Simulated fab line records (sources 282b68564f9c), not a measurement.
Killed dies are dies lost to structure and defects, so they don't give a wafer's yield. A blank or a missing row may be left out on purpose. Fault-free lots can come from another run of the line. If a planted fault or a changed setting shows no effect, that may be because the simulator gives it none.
Lot-split experiment | flow rit cmos | 23 wafers read from 5 lots, route of 202 steps

== THE SPLIT ==
At RIT_M1_DEVELOP_08 (develop time 68 s), the setting develop time s was moved away from the recipe's 68 s on 8 of the 23 wafers read, by -9.9% to +15.0%. This setting was run at the recipe's value on the other wafers.

== FROM THE SPLIT TO THE READING: what the file shows between them, 4 steps ==
- RIT_M1_CD_MEAS_09: target cd 2600 nm
- RIT_M1_HARDBAKE_11: time 120 s
- RIT_M1_STRIP_13: strips in nmp, time 621.8 s
- RIT_M1_STRIP_14: strips in O2, time 180 s

== THE READING ==
At RIT_M1_CD_MEAS_90: cd nm in nanometres, against a target cd of 2600 nm. Fault-free wafers of this fab line usually give 2600.7 nm, standard deviation 2.9 nm.

wafer  | tool, chamber at the split | develop time s as run, s | against the recipe | cd nm, nm | against lot-mates on the recipe
L075.1 | litho track-02, 0          | 77.87                    | +14.5%             | 2588.9    | -12.1
L075.2 | litho track-02, 0          | 68                       | recipe             | 2600.9    | -
L075.3 | litho track-02, 0          | 68                       | recipe             | 2601.9    | -
L075.4 | litho track-02, 0          | 77.87                    | +14.5%             | 2589.4    | -11.6
L075.6 | litho track-02, 0          | 68                       | recipe             | 2600.2    | -
L079.1 | litho track-03, 0          | 72.27                    | +6.3%              | 2593.6    | -8.0
L079.2 | litho track-03, 0          | 72.27                    | +6.3%              | 2595.9    | -5.7
L079.3 | litho track-03, 0          | 68                       | recipe             | 2599.8    | -
L079.4 | litho track-03, 0          | 68                       | recipe             | 2601.8    | -
L079.5 | litho track-03, 0          | 68                       | recipe             | 2603.2    | -
L080.1 | litho track-01, 0          | 68                       | recipe             | 2598.9    | -
L080.3 | litho track-01, 0          | 68                       | recipe             | 2601.0    | -
L080.4 | litho track-01, 0          | 68                       | recipe             | 2599.8    | -
L081.1 | litho track-03, 0          | 78.18                    | +15.0%             | 2592.3    | -10.0
L081.2 | litho track-03, 0          | 78.18                    | +15.0%             | 2590.2    | -12.1
L081.3 | litho track-03, 0          | 68                       | recipe             | 2600.3    | -
L081.4 | litho track-03, 0          | 68                       | recipe             | 2602.8    | -
L081.5 | litho track-03, 0          | 68                       | recipe             | 2603.9    | -
L085.1 | litho track-02, 0          | 68                       | recipe             | 2606.4    | -
L085.2 | litho track-02, 0          | 68                       | recipe             | 2605.3    | -
L085.4 | litho track-02, 0          | 61.24                    | -9.9%              | 2616.3    | +9.9
L085.5 | litho track-02, 0          | 68                       | recipe             | 2607.4    | -
L085.6 | litho track-02, 0          | 61.24                    | -9.9%              | 2615.6    | +9.2

THE FIT
A straight line over all 23 wafers: cd nm changes by -0.966 nm for each +1% of develop time s; r = -0.93; the points scatter about the line by 2.7 nm.
The same after taking each lot's own level away (the mean of its wafers on the recipe; 23 wafers): -0.836 nm for each +1%; r = -0.98; scatter 1.3 nm.
On that fit, the largest move of develop time s shifts the reading by 13 nm.
Across the lots, their own levels run from 2599.90 to 2606.37 nm, a range of 2.2 times the standard deviation given above.
Thus the slope moves with the lot-to-lot level: the two fits are different.
Check: for one of the wafers moved furthest among these (+15.0%), held out of the fit, the line's prediction against its lot-mates is -13 nm. Against them it came out at -10 nm.

== THE WHOLE CHAIN: every reading that the file lists as answering this split, in the file's order ==
step              | what it does      | reading | change (the file's fit)               | r (the file's)
RIT_M1_CD_MEAS_09 | target cd 2600 nm | cd nm   | -0.862 nm for each +1% of the setting | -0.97
RIT_M1_CD_MEAS_90 | target cd 2600 nm | cd nm   | -0.831 nm for each +1% of the setting | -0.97

== FILE'S OWN FIT ==
cd nm changes by -0.831 nm for each +1% of develop time s, r = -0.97.
